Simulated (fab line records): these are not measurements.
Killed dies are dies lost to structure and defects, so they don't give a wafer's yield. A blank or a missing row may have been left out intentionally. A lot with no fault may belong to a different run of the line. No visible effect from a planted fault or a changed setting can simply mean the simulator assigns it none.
Which tool is to blame? :: flow berkeley cmos170 :: 7 lots with 21 wafers sampled at 2 steps, on a route of 331 steps

## WHAT THE GAUGES READ, wafer by wafer
UCB170_NWELL_THK_MEAS_05.
lot: L320
measured: day 2 04:55
on: film metro-02
NWELL_NITRIDE_THK (nm): 222.3 220.7 221.7

lot: L324
measured: day 3 04:38
on: film metro-01
NWELL_NITRIDE_THK (nm): 221.8 220.2 222.3

lot: L326
measured: day 3 19:49
on: film metro-02
NWELL_NITRIDE_THK (nm): 225.1 223.8 223.7

lot: L328
measured: day 4 01:16
on: film metro-02
NWELL_NITRIDE_THK (nm): 221.8 224.5 222.5

lot: L330
measured: day 4 15:49
on: film metro-01
NWELL_NITRIDE_THK (nm): 222.4 222.3 223.6

lot: L332
measured: day 4 22:11
on: film metro-04
NWELL_NITRIDE_THK (nm): 220.4 219.4 218.7

lot: L338
measured: day 6 02:51
on: film metro-01
NWELL_NITRIDE_THK (nm): 180.9 180.2 180.2

## TOOL THAT RAN EACH LOT (tool first, then ch and the chambers of the sampled wafers, then the start)
lot: L320
UCB170_NWELL_CVD_04: lpcvd-02 ch 0, day 2 02:59

lot: L324
UCB170_NWELL_CVD_04: lpcvd-02 ch 1, day 3 02:42

lot: L326
UCB170_NWELL_CVD_04: lpcvd-02 ch 1, day 3 17:52

lot: L328
UCB170_NWELL_CVD_04: lpcvd-02 ch 1, day 3 23:19

lot: L330
UCB170_NWELL_CVD_04: lpcvd-02 ch 0, day 4 13:53

lot: L332
UCB170_NWELL_CVD_04: lpcvd-02 ch 0, day 4 20:15

lot: L338
UCB170_NWELL_CVD_04: lpcvd-02 ch 0, day 6 00:55
- UCB170_NWELL_CVD_04: deposits Si3N4 from SiH2Cl2/NH3, target thk 224 nm, time 3360 s.

## THE ANSWER, worked out from the rows above alone
Rule: what is usual is taken from the lots themselves. The widest of any qualifying gaps counts: lots, ordered by their means at a reading, are off when they make up no more than a third of the lots, leave a main group of 4 or more, and stand apart from it by 3 or more times the standard deviation of that group's means. If all means in a main group match to the digits the tables above print for the reading, that group is not used. Also off: a lot with no number at a reading for which 4 or more lots have one. Any other lot the step has rows for is counted as sound.
Off: L338, seen at UCB170_NWELL_THK_MEAS_05 (NWELL_NITRIDE_THK). The main group has a mean of 222.1 nm with a standard deviation of 1.5.
If a tool, at a process step before that reading, ran all the lots that are off and no sound lot after the first of them, it fits. Gauges at UCB170_NWELL_THK_MEAS_05: tried the same way as those tools. Undecided on this evidence; 2 tools fit (lpcvd-02 at UCB170_NWELL_CVD_04, film metro-01 at UCB170_NWELL_THK_MEAS_05).

## WHAT THE SIMULATOR PUT IN
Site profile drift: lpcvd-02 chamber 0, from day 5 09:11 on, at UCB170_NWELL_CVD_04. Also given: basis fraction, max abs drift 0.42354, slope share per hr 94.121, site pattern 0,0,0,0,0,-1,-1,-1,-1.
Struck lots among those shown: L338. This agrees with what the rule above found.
